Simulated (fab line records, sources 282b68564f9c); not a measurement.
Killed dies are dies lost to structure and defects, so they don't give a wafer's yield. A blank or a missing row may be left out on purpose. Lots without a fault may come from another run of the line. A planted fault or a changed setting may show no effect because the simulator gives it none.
A struck lot beside a sound one | flow rit_cmos | 43 steps out of a route of 202
Sound: wafers L409.2, L409.3, L409.5. Struck: wafers L423.1, L423.2, L423.6. The cause comes at the end.
At each step with rows: each side's tool, then ch and its chambers, then its first start. Under that, the readings that differ: sound wafers | struck wafers | difference of the means | sigmas: that difference in standard deviations of wafers without a fault.
alike: readings whose means differ by less than 2 such deviations, and words and numbers that are the same on both sides. not compared: withheld readings, readings that some wafer has no value for, bounds like >300 that may hide the same value, and numbers for which the record gives no deviation and whose values overlap.
The two part at a step that has a row with sigmas, a row that says differs or no value, or rows on one side only. Numbers that don't overlap but have no deviation are shown without sigmas and don't part them. A reading that every wafer of one side lacks parts them only if that side has two wafers or more.

first, 2 steps without rows for these wafers: RIT_NLDD_HARDBAKE_07 (time 60 s); RIT_NLDD_IMPLANT_08.
RIT_NLDD_STRIP_09: strips in O2, time 180 s.
  sound on plasma_asher-04 ch 0, day 3 13:50; struck on plasma_asher-04 ch 0,1, day 6 13:04
  alike: drypump_motor_current_A
  not compared: rf_hours_counter_h
RIT_NLDD_TW_MEAS_10:
  sound on film_metro-03, day 3 14:02; struck on film_metro-01, day 6 13:15
  alike: NLDD_TW
then, 6 steps without rows for these wafers: RIT_PLDD_HMDS_00 (prime time 60 s); RIT_PLDD_COAT_01 (resist thk 1000 nm); RIT_PLDD_SOFTBAKE_02 (time 60 s); RIT_PLDD_EXPOSE_03 (exposes mask M8, target cd 40900 nm); RIT_PLDD_PEB_04; RIT_PLDD_DEVELOP_05 (develop time 50 s).
RIT_PLDD_OVL_MEAS_06:
  sound on overlay-01, day 3 14:56; struck on overlay-02, day 6 14:20
  alike: PLDD_OVL
then, 1 step without rows for these wafers: RIT_PLDD_HARDBAKE_07 (time 60 s).
RIT_PLDD_IMPLANT_08:
  sound on implanter-04 ch 0, day 3 15:08; struck on implanter-03 ch 0, day 6 14:31
RIT_PLDD_STRIP_09: strips in O2, time 180 s.
  sound on plasma_asher-01 ch 0,1, day 3 15:16; struck on plasma_asher-04 ch 0,1, day 6 14:40
  alike: drypump_motor_current_A
  not compared: rf_hours_counter_h
RIT_PLDD_TW_MEAS_10:
  sound on film_metro-01, day 3 15:27; struck on film_metro-02, day 6 14:51
  alike: PLDD_TW
then, 4 steps without rows for these wafers: RIT_SPACER_CLEAN_00 (cleans in SC1, time 600 s); RIT_SPACER_CLEAN_01 (cleans in dHF, time 30 s); RIT_SPACER_CLEAN_02 (cleans in SC2, time 600 s); RIT_SPACER_CVD_03 (deposits Si3N4 from SiH2Cl2/NH3, target thk 250 nm, time 3300 s).
RIT_SPACER_THK_MEAS_04:
  sound on film_metro-02, day 3 17:58; struck on film_metro-02, day 6 17:11
  alike: SPACER_NITRIDE_THK
RIT_SPACER_ETCHBACK_05: etches Si3N4 in SF6/CHF3, stops on SiO2, target depth 250 nm, time 240 s.
  sound on rie_diel-02 ch 0,1, day 3 18:01; struck on rie_diel-03 ch 0,1,2, day 6 17:15
  alike: CHF3_flow_sccm, drypump_motor_current_A, oes_product_au, throttle_valve_pct
  not compared: rf_hours_counter_h
then, 6 steps without rows for these wafers: RIT_NSD_HMDS_00 (prime time 60 s); RIT_NSD_COAT_01 (resist thk 1000 nm); RIT_NSD_SOFTBAKE_02 (time 60 s); RIT_NSD_EXPOSE_03 (exposes mask M9, target cd 40700 nm); RIT_NSD_PEB_04; RIT_NSD_DEVELOP_05 (develop time 50 s).
RIT_NSD_OVL_MEAS_06:
  sound on overlay-02, day 3 19:01; struck on overlay-02, day 6 18:23
  alike: NSD_OVL
then, 2 steps without rows for these wafers: RIT_NSD_HARDBAKE_07 (time 60 s); RIT_NSD_IMPLANT_08.
RIT_NSD_STRIP_09: strips in O2, time 180 s.
  sound on plasma_asher-01 ch 0,1, day 3 19:21; struck on plasma_asher-03 ch 0,1, day 6 18:43
  alike: drypump_motor_current_A
  not compared: rf_hours_counter_h
RIT_NSD_TW_MEAS_10:
  sound on film_metro-02, day 3 19:32; struck on film_metro-03, day 6 18:53
  reading | sound          | struck         | difference | sigmas
  NSD_TW  | 3106 3101 3105 | 3147 3142 3137 | +38        | +2
then, 6 steps without rows for these wafers: RIT_PSD_HMDS_00 (prime time 60 s); RIT_PSD_COAT_01 (resist thk 1000 nm); RIT_PSD_SOFTBAKE_02 (time 60 s); RIT_PSD_EXPOSE_03 (exposes mask M10, target cd 40900 nm); RIT_PSD_PEB_04; RIT_PSD_DEVELOP_05 (develop time 50 s).
RIT_PSD_OVL_MEAS_06:
  sound on overlay-01, day 3 20:26; struck on overlay-01, day 6 19:56
  alike: PSD_OVL
then, 2 steps without rows for these wafers: RIT_PSD_HARDBAKE_07 (time 60 s); RIT_PSD_IMPLANT_08.
RIT_PSD_STRIP_09: strips in O2, time 180 s.
  sound on plasma_asher-03 ch 0,1, day 3 20:46; struck on plasma_asher-03 ch 0,1, day 6 20:16
  alike: drypump_motor_current_A
  not compared: rf_hours_counter_h
RIT_M1_PROBE_99:
  sound on prober-01, day 4 05:02; struck on prober-01, day 7 04:23
  reading                                      | sound              | struck               | difference | sigmas
  model.etest.diode_nwell_sub.leak_log10_a_cm2 | -7.309 -7.5 -7.776 | -6.695 -6.992 -6.958 | +0.647     |
  alike: killed_at_contacts, killed_at_front_end, killed_dies, killed_open, killed_short

WHERE THEY PART
Only at RIT_NSD_TW_MEAS_10, within this record. Later steps at which nothing parts them and some readings are alike: RIT_PSD_OVL_MEAS_06, RIT_PSD_STRIP_09, RIT_M1_PROBE_99.

WHY: what the simulator had put in
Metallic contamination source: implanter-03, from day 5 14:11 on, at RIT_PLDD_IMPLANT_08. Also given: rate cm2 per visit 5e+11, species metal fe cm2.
